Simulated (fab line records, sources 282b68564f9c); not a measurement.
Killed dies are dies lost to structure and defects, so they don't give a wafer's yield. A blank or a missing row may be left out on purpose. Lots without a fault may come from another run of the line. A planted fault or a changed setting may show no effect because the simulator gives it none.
One fault seen from 2 desks | flow rit_cmos | each desk has only its own numbers; what lay behind them comes last

THE METROLOGY DESK
What the gauges read, lot by lot, whatever tool the lot ran on: means of the sampled wafers that have a number. A lot is out of limits, marked OUT, if its mean lies more than 4 standard deviations from the usual mean; the brackets give that distance.
Columns: A = FOX2_OXIDE_THK at RIT_FOX2_THK_MEAS_01, usual 352 nm; B = REOX_OXIDE_THK at RIT_REOX_THK_MEAS_04, usual 24.4 nm; C = M1_AL_RS at RIT_M1_RS_MEAS_01, usual 0.0737 ohm/sq; D = M1_AL_THK at RIT_M1_THK_MEAS_02, usual 399 nm; E = M1_OVL at RIT_M1_OVL_MEAS_10, usual -0.6 nm
lot  | first seen here | A   | B    | C                 | D              | E
L252 | day 1 18:55     | 353 | 25.0 | 0.0732            | 404            | 0.0
L253 | day 2 00:10     | 363 | 24.6 | 0.0735            | 400            | -1.2
L255 | day 2 09:26     | 358 | 25.0 | 0.0721            | 406            | 0.7
L259 | day 3 05:40     | 348 | 23.6 | 0.0807 (+7.5) OUT | 380            | -0.7
L261 | day 3 15:59     | 351 | 24.7 | 0.0903 (+18) OUT  | 350 (-9.5) OUT | 2.0
L265 | day 4 12:31     | 355 | 24.4 | 0.0732            | 401            | -0.4
L266 | day 4 17:53     | 352 | 25.0 | 0.0744            | 392            | -0.8
L268 | day 5 04:20     | 354 | 24.8 | 0.0728            | 401            | -2.1
L270 | day 5 12:26     | 341 | 23.5 | 0.0737            | 401            | -0.6
L271 | day 5 17:46     | 347 | 24.9 | 0.0758            | 389            | -0.7
L272 | day 5 22:26     | 354 | 24.1 | 0.0735            | 398            | -2.4
L273 | day 6 03:32     | 344 | 23.7 | 0.0731            | 399            | -2.3
L275 | day 6 14:52     | 348 | 24.3 | 0.0739            | 394            | -1.1
This desk's finding: out of limits on L259, L261; first on L259, day 4 17:23 (M1_AL_RS at RIT_M1_RS_MEAS_01). In limits: L252, L253, L255, L265, L266, L268, L270, L271, L272, L273, L275.

THE TOOL OWNER'S DESK: pvd_sputter-04
The tool's own readings at RIT_M1_SPUTTER_00 (material Al, target thk 400 nm, time 500 s): means of the sampled wafers that have a number, for each lot that ran on this tool. A lot is out of limits, marked OUT, if its mean lies more than 4 standard deviations from the usual mean; the brackets give that distance.
Columns: A = throttle_valve_pct at RIT_M1_SPUTTER_00, usual 30.3 %
lot  | first seen here | A
L253 | day 3 09:59     | 30.0
L255 | day 3 19:46     | 29.8
L259 | day 4 17:05     | 30.3
L261 | day 5 01:22     | 30.0
This desk's finding: nothing out of limits on any of the 4 lots.

PUT TOGETHER
The metrology desk could have raised an alarm at day 4 17:23, on L259, L261.
The tool owner's desk saw nothing out of limits.
The tool owner's desk has L259, L261 on record, within its limits.
Of the lots named, all ran RIT_M1_SPUTTER_00 on pvd_sputter-04.

WHAT THE SIMULATOR HAD PUT IN
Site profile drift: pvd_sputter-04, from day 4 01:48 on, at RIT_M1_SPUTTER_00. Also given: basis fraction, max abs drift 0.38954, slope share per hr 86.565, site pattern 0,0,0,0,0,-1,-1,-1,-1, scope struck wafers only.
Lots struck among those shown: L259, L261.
Hours from the fault's start to each desk's first reading out of limits: the metrology desk, 16.
